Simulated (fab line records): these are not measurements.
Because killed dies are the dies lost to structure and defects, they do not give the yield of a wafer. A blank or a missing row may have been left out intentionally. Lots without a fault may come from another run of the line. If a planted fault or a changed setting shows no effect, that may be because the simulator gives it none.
Which tool is to blame? | flow rit_cmos | 21 wafers from 7 lots sampled at 2 of the route's 202 steps

== WHAT EACH GAUGE READ, for each wafer ==
RIT_PRETRO_TW_MEAS_10.
lot  | measured    | on            | PRETRO_TW
L257 | day 2 17:12 | film_metro-03 | 475 478 479
L260 | day 3 09:32 | film_metro-03 | 482 481 481
L264 | day 4 06:47 | film_metro-04 | 483 483 485
L268 | day 5 02:03 | film_metro-04 | 480 483 481
L271 | day 5 13:49 | film_metro-02 | 523 520 521
L276 | day 6 15:57 | film_metro-03 | 482 483 483
L279 | day 7 03:13 | film_metro-03 | 478 481 481

== WHAT TOOL EACH LOT RAN ON (gives the tool, then ch and the chambers of the sampled wafers, and finally the start) ==
lot  | RIT_PRETRO_IMPLANT_08
L257 | implanter-01 ch 0, day 2 16:52
L260 | implanter-02 ch 0, day 3 09:13
L264 | implanter-02 ch 0, day 4 06:28
L268 | implanter-02 ch 0, day 5 01:44
L271 | implanter-02 ch 0, day 5 13:29
L276 | implanter-01 ch 0, day 6 15:38
L279 | implanter-03 ch 0, day 7 02:54
- RIT_PRETRO_IMPLANT_08

== THE ANSWER, worked out from the rows above alone ==
Rule: what is usual is taken from the lots themselves. The widest of any qualifying gaps counts: lots, ordered by their means at a reading, are off when they make up no more than a third of the lots, leave a main group of 4 or more, and stand apart from it by 3 or more times the standard deviation of that group's means. A main group is skipped when, at the precision printed for the reading in the tables above, its means are all equal. Also off: a lot with no number at a reading for which 4 or more lots have one. Any other lot the step has rows for is counted as sound.
Off: at RIT_PRETRO_TW_MEAS_10 (PRETRO_TW), L271. For the main group the mean is 481 and the standard deviation 2.
A tool fits if, at a process step before that reading, it ran every lot that is off, and no sound lot after the first of them. Gauges at RIT_PRETRO_TW_MEAS_10: tried the same way as those tools. Can't be told from this: 2 tools fit, implanter-02 at RIT_PRETRO_IMPLANT_08, film_metro-02 at RIT_PRETRO_TW_MEAS_10.

== WHAT THE SIMULATOR HAD INSERTED ==
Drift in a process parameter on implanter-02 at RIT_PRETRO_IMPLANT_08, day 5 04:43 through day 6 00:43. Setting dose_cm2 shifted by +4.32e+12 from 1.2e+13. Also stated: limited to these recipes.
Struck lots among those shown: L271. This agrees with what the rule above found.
